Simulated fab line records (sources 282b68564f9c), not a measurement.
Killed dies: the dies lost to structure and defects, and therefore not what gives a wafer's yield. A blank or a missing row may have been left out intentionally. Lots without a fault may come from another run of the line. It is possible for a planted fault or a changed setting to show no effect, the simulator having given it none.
Problem report in the 8D (eight disciplines) form, filled by code | flow rit cmos | the parts of the form that need people (team, actions taken, sign-off) are left out

1. THE PROBLEM
Across 6 wafers from 2 lots, NRETRO_TW at RIT_NRETRO_TW_MEAS_10 averages 30, while fault-free wafers read 1059 with a standard deviation of 6.2. That is -99 or more standard deviations from the usual mean.
Earliest sighting: wafer L234.1 on film metro-03 at day 7 02:50. At this step, 42 wafers from 14 lots have a number in the record. Rule for "out" (also "out of limits"): further than 4 standard deviations from the usual mean. All remaining wafers that have a number are taken as sound.

2. WHAT IT IS AND WHAT IT IS NOT
question                    | is                     | is not
which readings at this step | NRETRO_TW              | -
which lots                  | L234, L235             | L213, L215, L216, L217, L219, L220, L221, L222, L223, L225, L227, L228
which wafers of those lots  | all that have a number | -
read on which gauges        | film metro-03          | film metro-01, film metro-02
when                        | from day 7 02:50       | up to then (36 sound wafers)

3. WHAT RULES OUT EACH SUSPECT
Counting: a tool at a process step up to the reading stays a suspect if it ran every lot that is out and no sound lot after the first of them.
- the gauge at RIT_NRETRO_TW_MEAS_10: kept. All the wafers that are out were read on film metro-03, and no step on other tools shows them out.
- plasma asher-03 at RIT_PWELL_STRIP_09 (strips in O2, time 180 s): kept. Every lot that is out went through it, starting with L234 (day 6 16:24), and after that it ran no sound lot; the last sound lot it ran before then is L228 (day 5 07:05).
After counting, plasma asher-03 at RIT_PWELL_STRIP_09 and film metro-03 at RIT_NRETRO_TW_MEAS_10 remain.

4. THE CAUSE (what the simulator had put in)
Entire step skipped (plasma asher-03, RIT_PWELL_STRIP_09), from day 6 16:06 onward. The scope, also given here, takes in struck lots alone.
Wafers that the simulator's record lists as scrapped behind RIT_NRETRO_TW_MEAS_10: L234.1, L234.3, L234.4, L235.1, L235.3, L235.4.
Of the 2 suspects that counting leaves, this tool is one.

5. THE CHAIN OF EFFECTS, in route order
Rows list readings where the struck wafers' mean (over those with a number) sits beyond 3 standard deviations from the usual. Readings are gone through only where the record gives a usual standard deviation; hours: the median, over the lots, of the time from a lot's start at the first step in this table giving one to that lot's start at this step; sigmas: the change measured in usual standard deviations.
hours | step                  | reading   | usual | on struck wafers | change | sigmas
0     | RIT_NRETRO_TW_MEAS_10 | NRETRO_TW | 1059  | 30               | -1029  | -99 or more
Readings that are blank on the struck wafers while sound wafers have them: chamber pressure mTorr at RIT_PWELL_STRIP_09; drypump motor current A at RIT_PWELL_STRIP_09.

6. HOW IT WOULD HAVE BEEN CAUGHT EARLIER
The first out-of-limits reading at a measuring or inspecting step in this record came at day 7 02:50, 11 hours after the fault's start at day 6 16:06.
At RIT_PWELL_STRIP_09 the tool's readings are blank on the struck wafers, where sound wafers have them: an empty tool record is the first sign, and it was there at once.
L235, from the lots that are out (2), started RIT_PWELL_STRIP_09 on plasma asher-03 later than day 7 02:50. It would have been spared by a hold on the tool at that moment.
